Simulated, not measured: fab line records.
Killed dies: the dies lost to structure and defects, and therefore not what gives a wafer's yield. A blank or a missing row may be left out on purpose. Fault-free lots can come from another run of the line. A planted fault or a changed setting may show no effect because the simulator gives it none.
Which tool was responsible? | flow berkeleyCmos170 | 7 lots, 21 wafers sampled, at 2 steps of a route of 331

WHAT EACH GAUGE READ, for each wafer
UCB170_V1_CD_MEAS_12 targets a cd of 700 nm.
lot  | measured     | on       | cdNm (nm)
L903 | day 9 07:07  | cdSem-02 | 698.3 698.8 699.4
L906 | day 9 22:11  | cdSem-01 | 697.1 698.3 697.5
L910 | day 10 07:05 | cdSem-01 | 699.8 702.0 701.3
L914 | day 11 19:07 | cdSem-01 | 694.3 693.6 694.2
L918 | day 12 04:29 | cdSem-01 | 694.9 693.3 694.1
L919 | day 12 06:32 | cdSem-01 | 701.1 701.8 701.3
L923 | day 12 23:07 | cdSem-01 | 700.6 701.4 702.2

WHICH TOOL RAN EACH LOT (tool, then ch and the chambers of the sampled wafers, then the start)
lot  | UCB170_V1_COAT_07
L903 | lithoTrack-03 ch 0, day 9 06:19
L906 | lithoTrack-04 ch 0, day 9 21:28
L910 | lithoTrack-04 ch 0, day 10 06:04
L914 | lithoTrack-03 ch 0, day 11 18:18
L918 | lithoTrack-03 ch 0, day 12 03:30
L919 | lithoTrack-04 ch 0, day 12 05:10
L923 | lithoTrack-02 ch 0, day 12 22:12
- UCB170_V1_COAT_07: resist thk 900 nm.

THE ANSWER, worked out from the rows above alone
Rule: what is usual is taken from the lots themselves. The widest of any qualifying gaps counts: lots, ordered by their means at a reading, are off when they make up no more than a third of the lots, leave a main group of 4 or more, and stand apart from it by 3 or more times the standard deviation of that group's means. A main group whose means are all the same, to the digits that the tables above print for the reading, isn't used. Also off: a lot with no number at a reading for which 4 or more lots have one. The other lots that the step has rows for count as sound.
No lot is off at any reading shown: from this, nothing can be told.

WHAT THE SIMULATOR HAD PUT IN
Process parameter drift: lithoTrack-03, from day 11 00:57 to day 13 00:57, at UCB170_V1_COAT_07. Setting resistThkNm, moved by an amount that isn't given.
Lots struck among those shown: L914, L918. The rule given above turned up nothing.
